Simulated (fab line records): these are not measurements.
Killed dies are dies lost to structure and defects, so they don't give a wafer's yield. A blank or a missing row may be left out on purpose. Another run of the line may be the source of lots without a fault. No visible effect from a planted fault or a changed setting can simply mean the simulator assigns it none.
Comparing a struck lot with a sound one + flow berkeley-cmos170 + 44 out of 331 route steps
Sound: these wafers, L701.1, L701.2, L701.4. Wafers struck: L700.1, L700.2, L700.6. The cause comes at the end.
Order at every step that has rows: each side's tool, ch and its chambers, its first start. Under that, the readings that differ: sound wafers + struck wafers + difference of the means + sigmas: that difference in standard deviations of wafers without a fault.
alike: a reading whose means differ by less than 2 such deviations, as well as words and numbers matching on both sides. not compared: withheld readings; readings where some wafer has no value; bounds like >300 that might hide an equal value; numbers whose values overlap and for which the record gives no deviation.
Wherever a step has rows on one side only, a row that says differs or no value, or a row with sigmas, the two part there. Non-overlapping numbers with no deviation appear without sigmas and do not part them. A reading missing from all wafers of one side parts the sides only when that side holds two or more wafers.

first, 3 steps without rows for these wafers: UCB170_NLDD_EXPOSE_03 (exposes mask NSELECT, target cd 1200 nm); UCB170_NLDD_PEB_04; UCB170_NLDD_DEVELOP_05 (develop time 45 s).
UCB170_NLDD_CD_MEAS_06: target cd 1200 nm.
  sound on cd-sem-02, day 9 01:02; struck on cd-sem-01, day 8 14:38
  alike: cd-nm
UCB170_NLDD_OVL_MEAS_07:
  sound on overlay-02, day 9 01:09; struck on overlay-01, day 8 14:46
  alike: NLDD_OVL
then, 2 steps without rows for these wafers: UCB170_NLDD_IMPLANT_08; UCB170_NLDD_IMPLANT_09.
UCB170_NLDD_STRIP_10: strips in O2.
  sound on plasma-asher-04 ch 0,1, day 9 01:29; struck on plasma-asher-04 ch 0,1, day 8 15:06
| reading                      | sound             | struck            | difference | sigmas |
|------------------------------|-------------------|-------------------|------------|--------|
| strip-time-to-endpoint-s (s) | 21.50 21.50 21.47 | 21.62 21.62 21.61 | +0.13      | +2     |
  alike: chamber-pressure-mTorr, drypump-motor-current-A, o2-flow-sccm, oes-product-au
  not compared: rf-hours-counter-h
UCB170_NLDD_TW_MEAS_11:
  sound on film-metro-02, day 9 01:35; struck on film-metro-01, day 8 15:12
| reading | sound          | struck         | difference | sigmas |
|---------|----------------|----------------|------------|--------|
| NLDD_TW | 2199 2172 2181 | 2268 2259 2257 | +77        | +2     |
then, 2 steps without rows for these wafers: UCB170_NLDD_CLEAN_12 (cleans in SPM, time 600 s); UCB170_SPACER_CVD_00 (deposits SiO2 from TEOS/O2, target thk 376 nm, time 47 s).
UCB170_SPACER_THK_MEAS_01:
  sound on film-metro-03, day 9 01:53; struck on film-metro-02, day 8 15:28
  alike: SPACER_TEOS_THK
UCB170_SPACER_ANNEAL_02: time 1800 s.
  sound on furnace-02 ch 0, day 9 05:30; struck on furnace-03 ch 0, day 8 18:34
| reading                 | sound                | struck               | difference | sigmas      |
|-------------------------|----------------------|----------------------|------------|-------------|
| spike-tc-centre-C (C)   | 902.0 901.9 903.2    | 971.3 968.8 973.9    | +69.0      | +69         |
| spike-tc-load-C (C)     | 925.5 925.1 923.8    | 998.8 1002.8 999.4   | +75.5      | +28         |
| spike-tc-source-C (C)   | 927 928 925          | 991 992 991          | +65        | +20         |
| tube-center-temp-C (C)  | 900.11 900.06 899.96 | 968.92 968.79 968.85 | +68.81     | +99 or more |
| tube_center_temp_C_max  | 902.7 902.2 902.6    | 971.2 970.9 971.1    | +68.6      | +99 or more |
| zone-power-load-pct (%) | 22.8 23.2 22.8       | 28.1 27.9 27.7       | +5.0       | +9          |
UCB170_SPACER_ETCHBACK_03: etches SiO2 in CHF3/CF4/Ar, stops on Si, target depth 376 nm, time 100 s.
  sound on rie-diel-03 ch 0,3, day 9 07:00; struck on rie-diel-02 ch 0,3, day 8 20:04
| reading                | sound          | struck         | difference | sigmas |
|------------------------|----------------|----------------|------------|--------|
| throttle-valve-pct (%) | 6.38 6.47 6.36 | 6.45 6.63 6.63 | +0.17      | +2     |
  alike: chamber-pressure-mTorr, drypump-motor-current-A, oes-product-au, rf-fwd-power-W
  not compared: rf-hours-counter-h
then, 6 steps without rows for these wafers: UCB170_PSD_HMDS_00 (prime time 60 s); UCB170_PSD_COAT_01 (resist thk 900 nm); UCB170_PSD_SOFTBAKE_02 (time 60 s); UCB170_PSD_EXPOSE_03 (exposes mask PSELECT MOD, target cd 1200 nm); UCB170_PSD_PEB_04; UCB170_PSD_DEVELOP_05 (develop time 45 s).
UCB170_PSD_CD_MEAS_06: target cd 1200 nm.
  sound on cd-sem-02, day 9 08:22; struck on cd-sem-02, day 8 21:35
  alike: cd-nm
UCB170_PSD_OVL_MEAS_07:
  sound on overlay-02, day 9 08:29; struck on overlay-01, day 8 21:42
  alike: PSD_OVL
after that, 1 step had no rows for these wafers: UCB170_PSD_IMPLANT_08.
UCB170_PSD_STRIP_09: strips in O2.
  sound on plasma-asher-03 ch 0,1, day 9 08:40; struck on plasma-asher-01 ch 0,1, day 8 21:53
  alike: chamber-pressure-mTorr, drypump-motor-current-A, o2-flow-sccm, oes-product-au, strip-time-to-endpoint-s
  not compared: rf-hours-counter-h
UCB170_PSD_TW_MEAS_10:
  sound on film-metro-02, day 9 08:46; struck on film-metro-04, day 8 21:59
| reading | sound          | struck         | difference | sigmas |
|---------|----------------|----------------|------------|--------|
| PSD_TW  | 2291 2300 2280 | 2381 2393 2381 | +95        | +3     |
then, 7 steps without rows for these wafers: UCB170_PSD_CLEAN_11 (cleans in SPM, time 600 s); UCB170_NSD_HMDS_00 (prime time 60 s); UCB170_NSD_COAT_01 (resist thk 900 nm); UCB170_NSD_SOFTBAKE_02 (time 60 s); UCB170_NSD_EXPOSE_03 (exposes mask NSELECT MOD, target cd 1200 nm); UCB170_NSD_PEB_04; UCB170_NSD_DEVELOP_05 (develop time 45 s).
UCB170_NSD_CD_MEAS_06: target cd 1200 nm.
  sound on cd-sem-01, day 9 10:13; struck on cd-sem-02, day 8 23:55
  alike: cd-nm
UCB170_NSD_OVL_MEAS_07:
  sound on overlay-01, day 9 10:20; struck on overlay-01, day 9 00:02
  alike: NSD_OVL
after that, 1 step had no rows for these wafers: UCB170_NSD_IMPLANT_08.
UCB170_NSD_STRIP_09: strips in O2.
  sound on plasma-asher-02 ch 0,1, day 9 10:31; struck on plasma-asher-03 ch 0,1, day 9 00:15
  alike: chamber-pressure-mTorr, drypump-motor-current-A, o2-flow-sccm, oes-product-au, strip-time-to-endpoint-s
  not compared: rf-hours-counter-h
UCB170_NSD_TW_MEAS_10:
  sound on film-metro-01, day 9 10:37; struck on film-metro-01, day 9 00:21
  alike: NSD_TW
then, 4 steps without rows for these wafers: UCB170_NSD_CLEAN_11 (cleans in SPM, time 600 s); UCB170_BACKSIDE_HMDS_00 (prime time 60 s); UCB170_BACKSIDE_COAT_01 (resist thk 900 nm); UCB170_BACKSIDE_SOFTBAKE_02 (time 60 s).
UCB170_BACKSIDE_STRIP_03: strips in O2.
  sound on plasma-asher-01 ch 0,1, day 9 13:55; struck on plasma-asher-01 ch 0,1, day 9 01:07
  alike: chamber-pressure-mTorr, drypump-motor-current-A, o2-flow-sccm, oes-product-au, strip-time-to-endpoint-s
  not compared: rf-hours-counter-h
UCB170_SDANNEAL_RS_MEAS_04: measurement is done with a four-point probe.
  sound on film-metro-04, day 9 14:34; struck on film-metro-04, day 9 02:05
| reading          | sound          | struck      | difference | sigmas |
|------------------|----------------|-------------|------------|--------|
| PLDD_RS (ohm/sq) | 1035 1034 1032 | 866 868 866 | -167       | -52    |
  not compared: hold
UCB170_M3_PROBE_99:
  sound wafers here have rows in the record (prober-01, day 10 20:29); struck ones have none

## WHERE THEY PART
At UCB170_NLDD_STRIP_10 first; at UCB170_M3_PROBE_99 last (within this record only).

WHY: what had been put in by the simulator
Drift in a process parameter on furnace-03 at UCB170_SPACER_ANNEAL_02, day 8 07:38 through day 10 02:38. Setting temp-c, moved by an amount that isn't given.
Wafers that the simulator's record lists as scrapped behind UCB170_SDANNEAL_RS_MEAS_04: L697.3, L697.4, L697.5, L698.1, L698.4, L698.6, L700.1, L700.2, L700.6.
